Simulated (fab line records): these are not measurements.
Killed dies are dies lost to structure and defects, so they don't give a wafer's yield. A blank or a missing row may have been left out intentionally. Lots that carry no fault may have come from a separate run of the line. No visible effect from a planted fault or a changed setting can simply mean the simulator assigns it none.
Problem report in the 8D (eight disciplines) form, filled by code / flow berkeleyCmos170 / the parts of the form that need people (team, actions taken, sign-off) are left out

== 1. WHAT IS WRONG ==
At UCB170_V2_CD_MEAS_12, cdNm averages 718.2 nm over 6 wafers from 2 lots, while fault-free wafers read 700.2 nm, standard deviation 1.1. That is +16 standard deviations from the usual mean.
The step: target cd 700 nm.
The first sign was on wafer L321.1 at day 10 23:44, on cdSem-01. The record has a number at this step for 42 wafers belonging to 14 lots. By rule, "out" or "out of limits" means more than 4 standard deviations away from the usual mean. Any other wafer with a number is counted as sound.

== 2. WHAT IT IS; WHAT IT IS NOT ==
question=which readings at this step | is=cdNm | is not=-
question=which lots | is=L321, L325 | is not=L310, L311, L312, L313, L314, L315, L317, L318, L326, L327, L329, L331
question=which wafers of those lots | is=all that have a number | is not=-
question=read on which gauges | is=cdSem-01, cdSem-02 | is not=-
question=when | is=from day 10 23:44 | is not=up to then (24 sound wafers); but 12 sound wafers of L326, L327, L329, L331 came after

== 3. SUSPECTS, AND WHAT RULES EACH OUT ==
Counting: any tool at a process step up to the reading is kept as a suspect provided that every lot that is out went through it and no sound lot did after the first of them.
- ruled out: the gauge at UCB170_V2_CD_MEAS_12. 2 gauges (cdSem-01, cdSem-02) read the wafers that are out.
- lithoTrack-01 at UCB170_V2_SOFTBAKE_08 (time 60 s): kept. It ran every lot that is out, first L321 (day 10 22:52), and no sound lot after that; its last sound lot up to then is L318 (day 10 08:19). Its own readings are out on those wafers: heaterPowerTotalW, plateTempC.
After counting, what remains is lithoTrack-01 at UCB170_V2_SOFTBAKE_08.

== 4. THE CAUSE (what the simulator had put in) ==
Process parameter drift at UCB170_V2_SOFTBAKE_08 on lithoTrack-01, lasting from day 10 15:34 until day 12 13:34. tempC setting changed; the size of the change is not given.
Only this tool survived the counting.

== 5. THE EFFECT CHAIN, in route order ==
Each row: a reading whose mean over the struck wafers that have a number lies more than 3 standard deviations from the usual. Only readings for which the record gives a usual standard deviation are gone through. hours: the time from each lot's start at the first step in this table that gives one to its start at this step, as a median over the lots. sigmas: the change in usual standard deviations.
hours=0; step=UCB170_V2_SOFTBAKE_08; reading=heaterPowerTotalW; usual=56.81 W; on struck wafers=60.43; change=+3.62; sigmas=+71
hours=0; step=UCB170_V2_SOFTBAKE_08; reading=plateTempC; usual=129.98 C; on struck wafers=136.21; change=+6.23; sigmas=+44
hours=1; step=UCB170_V2_CD_MEAS_12; reading=cdNm; usual=700.2 nm; on struck wafers=718.2; change=+18.0; sigmas=+16
Here are the process steps it includes:
- UCB170_V2_SOFTBAKE_08: time 60 s.

== 6. WHAT WOULD HAVE CAUGHT IT SOONER ==
Counted from the fault's start at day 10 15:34, it took 8 hours until the first out-of-limits reading at a measuring or inspecting step in this record, taken at day 10 23:44.
The tool's own readings at UCB170_V2_SOFTBAKE_08 were out on every struck wafer that the step has a row for (heaterPowerTotalW, plateTempC): an alarm limit on them would have fired on the first of those.
Lots out: 2; of these, L325 started UCB170_V2_SOFTBAKE_08 on lithoTrack-01 after day 10 23:44. Had the tool been put on hold then, it would have been spared.
